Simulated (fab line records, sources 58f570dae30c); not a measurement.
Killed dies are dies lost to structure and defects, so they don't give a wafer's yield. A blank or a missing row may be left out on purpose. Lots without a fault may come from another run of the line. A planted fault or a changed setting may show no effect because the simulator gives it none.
Problem report in the 8D (eight disciplines) form, filled by code | flow berkeley_cmos170 | the parts of the form that need people (team, actions taken, sign-off) are left out

1. THE PROBLEM
dose_ions_cm2 at UCB170_PFIELD_IMPLANT_07 reads a mean of 2.2002e+13 on 6 wafers of 2 lots; wafers without a fault read 2.0001e+13 with a standard deviation of 2e+10. That is +99 or more standard deviations from the usual mean.
First seen on wafer L709.2, day 5 22:38, on implanter-03. The record holds 42 wafers of 14 lots with a number at this step. Rule for "out", or "out of limits": more than 4 standard deviations from the usual mean. The other wafers with a number count as sound.

2. WHAT IT IS AND WHAT IT IS NOT
question                    | is                                | is not
which readings at this step | dose_ions_cm2, faraday_current_uA | end_station_pressure_torr
which lots                  | L709, L716                        | L705, L706, L712, L717, L718, L719, L722, L723, L725, L726, L727, L728
which wafers of those lots  | all that have a number            | -
read on which tools         | implanter-03                      | implanter-02, implanter-04
when                        | from day 5 22:38                  | up to then (9 sound wafers); but 27 sound wafers of L717, L718, L719, L722, L723, L725, L726, L727, L728 came after

3. SUSPECTS, AND WHAT RULES EACH OUT
Counting: a tool at a process step up to the reading stays a suspect if it ran every lot that is out and no sound lot after the first of them.
- implanter-03 at UCB170_PFIELD_IMPLANT_07: kept. It ran every lot that is out, first L709 (day 5 22:38), and no sound lot after that. Its own readings are out on those wafers: dose_ions_cm2, faraday_current_uA.
Left after counting: implanter-03 at UCB170_PFIELD_IMPLANT_07.

4. THE CAUSE (what the simulator had put in)
Process parameter drift: implanter-03, from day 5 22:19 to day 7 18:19, at UCB170_PFIELD_IMPLANT_07. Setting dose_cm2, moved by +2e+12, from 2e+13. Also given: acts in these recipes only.
Counting left only this tool.

5. THE CHAIN OF EFFECTS, in route order
Each row: a reading whose mean over the struck wafers that have a number lies more than 3 standard deviations from the usual. Only readings for which the record gives a usual standard deviation are gone through. hours: the time from each lot's start at the first step in this table that gives one to its start at this step, as a median over the lots. sigmas: the change in usual standard deviations.
hours | step                     | reading            | usual      | on struck wafers | change      | sigmas
0     | UCB170_PFIELD_IMPLANT_07 | dose_ions_cm2      | 2.0001e+13 | 2.2002e+13       | +2.0007e+12 | +99 or more
0     | UCB170_PFIELD_IMPLANT_07 | faraday_current_uA | 63.4       | 70.0             | +6.6        | +5.5
0     | UCB170_PFIELD_TW_MEAS_09 | PFIELD_TW          | 606        | 628              | +22         | +3.0
The process steps in it:
- UCB170_PFIELD_IMPLANT_07

6. WHAT WOULD HAVE CAUGHT IT SOONER
In this record the first reading out of limits was taken at day 5 22:38, 0 hours after the fault began at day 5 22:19.
